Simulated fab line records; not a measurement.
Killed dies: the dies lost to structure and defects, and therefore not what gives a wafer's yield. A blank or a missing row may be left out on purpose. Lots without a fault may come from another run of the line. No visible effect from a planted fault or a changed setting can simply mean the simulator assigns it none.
The same fault as seen by 2 desks	flow ritCmos	only its own numbers are on each desk; what lay behind them is given at the end

THE METROLOGY DESK
Means of the sampled wafers that have a number, per lot and without regard to the tool the lot ran on: this is what the gauges read. Any lot whose mean is over 4 standard deviations away from the usual mean is out of limits and marked OUT; that distance is given in the brackets.
Columns: A = cdNm at RIT_ACTIVE_CD_MEAS_11, usual 1401.1 nm; B = PRETRO_TW at RIT_PRETRO_TW_MEAS_10, usual 474
lot	first seen here	A	B
L811	day 1 15:25	1401.5	471
L814	day 2 05:47	1402.9	474
L815	day 2 10:33	1404.4	475
L816	day 2 16:47	1401.9	476
L817	day 2 21:09	1399.2	475
L818	day 3 02:16	1401.3	475
L820	day 3 11:35	1398.6	476
L821	day 3 17:47	1404.8	479
L823	day 4 03:23	1401.4	393 (-24) OUT
L825	day 4 13:17	1400.0	391 (-25) OUT
L830	day 5 13:36	1399.1	480
L831	day 5 19:16	1401.3	476
L833	day 6 05:11	1401.8	475
L834	day 6 09:30	1402.2	475
Per this desk, out of limits: L823, L825; the first was L823, day 4 20:13 (PRETRO_TW at RIT_PRETRO_TW_MEAS_10). Within limits: L811, L814, L815, L816, L817, L818, L820, L821, L830, L831, L833, L834.

TOOL OWNER'S DESK, implanter-03
RIT_PRETRO_IMPLANT_08, tool's own readings: per-lot mean of the sampled wafers with a number, covering each lot this tool ran. Any lot whose mean is over 4 standard deviations away from the usual mean is out of limits and marked OUT; that distance is given in the brackets.
Columns: A = beamOnS at RIT_PRETRO_IMPLANT_08, usual 10.01 s; B = doseIonsCm2 at RIT_PRETRO_IMPLANT_08, usual 1.1999e+13; C = faradayCurrentUA at RIT_PRETRO_IMPLANT_08, usual 38.0
lot	first seen here	A	B	C
L817	day 3 13:44	9.77	1.1984e+13	39.1
L818	day 3 18:32	10.15	1.1992e+13	37.4
L821	day 4 10:14	10.10	1.1998e+13	37.6
L823	day 4 19:55	9.70	6.5893e+12 (-99 or more) OUT	21.6 (-23) OUT
L825	day 5 05:43	10.10	6.6150e+12 (-99 or more) OUT	20.8 (-24) OUT
Finding of this desk: L823, L825 out of limits; the first was L823 at day 4 19:55, on doseIonsCm2 at RIT_PRETRO_IMPLANT_08. Within limits: L817, L818, L821.

PUT TOGETHER
The tool owner's desk had the chance to raise an alarm at day 4 19:55 on L823, L825.
At day 4 20:13 the metrology desk could have sounded an alarm, on L823, L825.
On implanter-03, each named lot ran RIT_PRETRO_IMPLANT_08.

WHAT HAD BEEN PUT IN BY THE SIMULATOR
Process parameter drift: implanter-03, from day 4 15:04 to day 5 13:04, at RIT_PRETRO_IMPLANT_08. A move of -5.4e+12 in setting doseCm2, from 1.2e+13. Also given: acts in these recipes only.
Shown lots that were struck: L823, L825.
Time in hours from fault onset to the first out-of-limits reading at each desk: tool owner's desk 5, metrology desk 5.
